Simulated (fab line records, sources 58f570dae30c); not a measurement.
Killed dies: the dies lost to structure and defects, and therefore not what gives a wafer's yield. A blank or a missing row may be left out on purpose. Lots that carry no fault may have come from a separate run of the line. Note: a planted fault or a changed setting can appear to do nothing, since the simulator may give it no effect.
Which tool did it? -- flow berkeley_cmos170 -- 15 lots with 45 wafers sampled at 4 steps, on a route of 331 steps

== WHAT THE GAUGES SHOWED, per wafer ==
UCB170_SDANNEAL_RS_MEAS_05: uses a four-point probe to measure.
lot,measured,on,NLDD_RS (ohm/sq)
L892,day 6 10:30,film_metro-04,618.6 616.6 617.0
L893,day 6 18:37,film_metro-02,618.1 617.0 617.3
L894,day 6 19:07,film_metro-04,616.1 617.0 616.8
L896,day 7 10:59,film_metro-02,616.4 617.5 616.3
L899,day 7 18:49,film_metro-02,616.8 615.4 616.0
L897,day 7 19:26,film_metro-02,614.7 615.7 616.2
L898,day 8 03:35,film_metro-02,615.5 615.3 617.2
L901,day 8 03:49,film_metro-03,619.1 616.3 617.2
L902,day 8 04:05,film_metro-02,615.2 616.8 617.4
L905,day 9 02:28,film_metro-03,616.6 614.9 615.3
L910,day 10 17:29,film_metro-03,615.9 616.9 617.2
L912,day 10 19:02,film_metro-03,616.8 616.3 615.7
L911,day 10 19:37,film_metro-02,617.1 616.9 618.5
L913,day 11 11:36,film_metro-02,616.6 616.1 616.9
L914,day 11 12:45,film_metro-02,616.8 615.4 617.7

UCB170_CONTACT_CD_MEAS_90: target cd 700 nm.
lot,measured,on,cd_nm (nm)
L892,day 6 16:20,cd_sem-02,702.7 703.0 701.2
L893,day 6 23:28,cd_sem-02,696.9 697.0 699.0
L894,day 7 01:50,cd_sem-02,700.1 698.5 700.7
L896,day 7 16:02,cd_sem-01,702.1 701.4 702.7
L899,day 8 00:01,cd_sem-02,696.8 698.9 698.8
L897,day 8 00:50,cd_sem-02,701.8 699.7 700.3
L898,day 8 09:43,cd_sem-02,- - -
L901,day 8 10:04,cd_sem-01,- - -
L902,day 8 09:47,cd_sem-01,- - -
L905,day 9 07:02,cd_sem-01,698.0 699.5 701.3
L910,day 10 23:50,cd_sem-02,701.4 699.5 701.7
L912,day 11 03:50,cd_sem-01,699.7 701.3 701.4
L911,day 11 03:56,cd_sem-01,700.3 698.9 699.0
L913,day 11 19:34,cd_sem-02,698.1 699.5 699.4
L914,day 11 19:15,cd_sem-02,703.3 702.2 701.8

== WHAT TOOL EACH LOT RAN ON (gives the tool, then ch and the chambers of the sampled wafers, and finally the start) ==
lot,UCB170_CONTACT_ETCH_17,UCB170_CONTACT_ETCH_18
L892,"rie_diel-04 ch 1,3, day 6 16:03","rie_diel-04 ch 1,3, day 6 16:20 or earlier"
L893,"rie_diel-01 ch 2,3, day 6 23:12","rie_diel-01 ch 2,3, day 6 23:28 or earlier"
L894,"rie_diel-01 ch 1,2, day 7 01:31","rie_diel-01 ch 1,2, day 7 01:50 or earlier"
L896,"rie_diel-02 ch 0,1,3, day 7 15:46","rie_diel-02 ch 0,1,3, day 7 16:02 or earlier"
L899,"rie_diel-01 ch 0,1,2, day 7 23:38","rie_diel-01 ch 0,1,2, day 8 00:01 or earlier"
L897,"rie_diel-02 ch 0,1, day 8 00:34","rie_diel-02 ch 0,1, day 8 00:50 or earlier"
L898,"rie_diel-02 ch 2,3, day 8 09:24","rie_diel-02 ch 2,3, day 8 09:43 or earlier"
L901,"rie_diel-02 ch 0,1,3, day 8 09:48","rie_diel-02 ch 0,1,3, day 8 10:04 or earlier"
L902,"rie_diel-04 ch 0,1, day 8 09:32","rie_diel-04 ch 0,1, day 8 09:47 or earlier"
L905,"rie_diel-01 ch 0,1,2, day 9 06:44","rie_diel-01 ch 0,1,2, day 9 07:02 or earlier"
L910,"rie_diel-04 ch 0,3, day 10 23:34","rie_diel-04 ch 0,3, day 10 23:50 or earlier"
L912,"rie_diel-04 ch 0,3, day 11 03:33","rie_diel-04 ch 0,3, day 11 03:50 or earlier"
L911,"rie_diel-02 ch 0,2,3, day 11 03:39","rie_diel-02 ch 0,2,3, day 11 03:56 or earlier"
L913,"rie_diel-04 ch 0,1,3, day 11 19:16","rie_diel-04 ch 0,1,3, day 11 19:34 or earlier"
L914,"rie_diel-02 ch 0,1,3, day 11 18:59","rie_diel-02 ch 0,1,3, day 11 19:15 or earlier"
- UCB170_CONTACT_ETCH_17: etches BARC in N2/H2.
- UCB170_CONTACT_ETCH_18: etches PSG in CHF3/CF4/Ar, stops on TiSi2, target depth 840 nm, time 195 s.

== AS READ BY THE TOOLS THEMSELVES (means over the sampled wafers that have a number; for cases with no such wafer, the mark the record gives instead) ==
UCB170_CONTACT_ETCH_17.
lot,tool,bias_w (W),chamber_pressure_mTorr (mTorr),drypump_motor_current_A (A),oes_product_au (a.u.),throttle_valve_pct (%)
L892,rie_diel-04,100.3,30.01,5.6,0.994,13.30
L893,rie_diel-01,100.4,30.01,5.5,0.974,13.36
L894,rie_diel-01,100.0,30.00,5.5,0.998,13.29
L896,rie_diel-02,100.1,30.00,5.5,0.984,13.39
L899,rie_diel-01,100.0,30.01,5.9,0.983,13.32
L897,rie_diel-02,99.8,29.97,5.1,0.988,13.40
L898,rie_diel-02,-,-,-,-,-
L901,rie_diel-02,-,-,-,-,-
L902,rie_diel-04,-,-,-,-,-
L905,rie_diel-01,99.8,29.99,5.8,0.993,13.32
L910,rie_diel-04,100.0,30.01,6.6,0.970,13.30
L912,rie_diel-04,100.1,30.02,6.6,0.979,13.30
L911,rie_diel-02,99.9,30.01,5.2,0.977,13.34
L913,rie_diel-04,99.7,30.01,6.2,0.988,13.31
L914,rie_diel-02,100.2,29.99,5.5,0.987,13.39

UCB170_CONTACT_ETCH_18.
lot,tool,CHF3_flow_sccm (sccm),cf4_flow_sccm (sccm),drypump_motor_current_A (A),oes_product_au (a.u.),throttle_valve_pct (%)
L892,rie_diel-04,44.89,15.00,5.7,0.879,6.93
L893,rie_diel-01,45.05,14.99,5.5,0.882,6.95
L894,rie_diel-01,45.19,15.03,5.5,0.890,6.89
L896,rie_diel-02,45.11,15.00,5.5,0.880,6.93
L899,rie_diel-01,45.00,15.01,5.8,0.896,6.92
L897,rie_diel-02,44.98,14.97,5.1,0.882,6.91
L898,rie_diel-02,45.14,15.06,5.3,0.379,6.87
L901,rie_diel-02,44.90,15.04,5.5,0.368,6.92
L902,rie_diel-04,44.85,14.99,6.3,0.373,6.84
L905,rie_diel-01,45.06,15.05,5.8,0.881,6.93
L910,rie_diel-04,45.01,15.06,6.6,0.886,6.87
L912,rie_diel-04,44.99,14.95,6.6,0.883,6.87
L911,rie_diel-02,45.03,14.97,5.2,0.883,6.90
L913,rie_diel-04,44.96,15.04,6.2,0.874,6.90
L914,rie_diel-02,44.92,14.98,5.5,0.874,6.92

== THE ANSWER, worked out from the rows above alone ==
Rule: the lots themselves supply what counts as usual. The widest of any qualifying gaps counts: lots, ordered by their means at a reading, are off when they make up no more than a third of the lots, leave a main group of 4 or more, and stand apart from it by 3 or more times the standard deviation of that group's means. The tables above print the reading to a certain number of digits; a main group whose means all agree to those digits is not used. Also off: a lot with no number at a reading for which 4 or more lots have one. All remaining lots with rows at the step are treated as sound. First the gauges in route order, then the tools' own readings, where a lot's mean is used as printed above. The first step at which some lot is off is used, and at that step the reading that is off furthest; a lot without a number counts as furthest.
Off, at UCB170_CONTACT_CD_MEAS_90 on cd_nm: L898, L901, L902. Without a number there: L898, L901, L902. Main group: mean 700.2 nm, sd 1.5.
If a tool, at a process step before that reading, ran all the lots that are off and no sound lot after the first of them, it fits. Not tried: the gauges at UCB170_CONTACT_CD_MEAS_90; whatever is off there is also off at UCB170_CONTACT_ETCH_17, on other tools, and gauge error can't account for it. UCB170_CONTACT_ETCH_18 gives no start for some lots, so the hours and the order of its lots are those of UCB170_CONTACT_CD_MEAS_90. Not one of the candidates tried fits.

== WHAT HAD BEEN PUT IN BY THE SIMULATOR ==
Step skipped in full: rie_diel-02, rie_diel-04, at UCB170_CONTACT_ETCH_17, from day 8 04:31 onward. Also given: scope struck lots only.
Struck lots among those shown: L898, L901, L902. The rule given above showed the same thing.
